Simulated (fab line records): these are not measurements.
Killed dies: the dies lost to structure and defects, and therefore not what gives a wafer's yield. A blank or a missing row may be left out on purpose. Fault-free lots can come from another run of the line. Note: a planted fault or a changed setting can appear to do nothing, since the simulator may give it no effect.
The same fault as seen by 2 desks + flow berkeleyCmos170 + each desk has only its own numbers; what lay behind them comes last

## AT THE METROLOGY DESK
What the gauges read, lot by lot, whatever tool the lot ran on: means of the sampled wafers that have a number. Any lot whose mean is over 4 standard deviations away from the usual mean is out of limits and marked OUT; that distance is given in the brackets.
Columns: A = NVT_OVL at UCB170_NVT_OVL_MEAS_06, usual 1 nm; B = NVT_TW at UCB170_NVT_TW_MEAS_09, usual 520; C = PVT_TW at UCB170_PVT_TW_MEAS_09, usual 505
| lot  | first seen here | A   | B             | C   |
|------|-----------------|-----|---------------|-----|
| L216 | day 5 13:58     | 1   | 526           | 509 |
| L215 | day 5 14:14     | 2   | 514           | 509 |
| L214 | day 5 14:54     | 3   | 515           | 511 |
| L218 | day 6 12:05     | 11  | 519           | 508 |
| L217 | day 6 12:19     | -12 | 515           | 501 |
| L219 | day 6 15:33     | -3  | 516           | 504 |
| L224 | day 8 07:02     | 12  | 458 (-16) OUT | 500 |
| L225 | day 8 07:26     | 6   | 460 (-15) OUT | 506 |
| L227 | day 8 11:45     | 6   | 523           | 505 |
| L229 | day 9 00:23     | 2   | 517           | 502 |
| L230 | day 9 00:40     | 7   | 522           | 513 |
| L233 | day 9 13:26     | 4   | 518           | 504 |
| L236 | day 9 18:05     | -2  | 519           | 504 |
| L237 | day 9 18:16     | 0   | 525           | 504 |
Per this desk, out of limits: L224, L225; the first was L224, day 8 07:20 (NVT_TW at UCB170_NVT_TW_MEAS_09). Within limits: L216, L215, L214, L218, L217, L219, L227, L229, L230, L233, L236, L237.

## TOOL OWNER'S DESK, implanter-03
The tool's own readings at UCB170_NVT_IMPLANT_07, given as means over the sampled wafers that have a number, one for each lot that went through this tool. Any lot whose mean is over 4 standard deviations away from the usual mean is out of limits and marked OUT; that distance is given in the brackets.
Columns: A = doseIonsCm2 at UCB170_NVT_IMPLANT_07, usual 3e+12; B = faradayCurrentUA at UCB170_NVT_IMPLANT_07, usual 9.50
| lot  | first seen here | A                       | B              |
|------|-----------------|-------------------------|----------------|
| L217 | day 6 12:21     | 3e+12                   | 9.42           |
| L224 | day 8 07:06     | 2e+12 (-99 or more) OUT | 6.38 (-14) OUT |
| L225 | day 8 07:29     | 2e+12 (-99 or more) OUT | 6.37 (-14) OUT |
This desk's verdict: out of limits on L224, L225, starting with L224 at day 8 07:06 (doseIonsCm2 at UCB170_NVT_IMPLANT_07). Within limits: L217.

## TAKEN TOGETHER
The tool owner's desk had the chance to raise an alarm at day 8 07:06 on L224, L225.
On L224, L225, the metrology desk was in a position to raise an alarm at day 8 07:20.
Of the lots named, all ran UCB170_NVT_IMPLANT_07 on implanter-03.

## WHAT THE SIMULATOR HAD INSERTED
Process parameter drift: implanter-03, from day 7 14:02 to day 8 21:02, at UCB170_NVT_IMPLANT_07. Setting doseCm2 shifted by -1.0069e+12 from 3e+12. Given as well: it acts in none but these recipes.
Lots struck among those shown: L224, L225.
Hours from the fault's start to each desk's first reading out of limits: the tool owner's desk, 17; the metrology desk, 17.
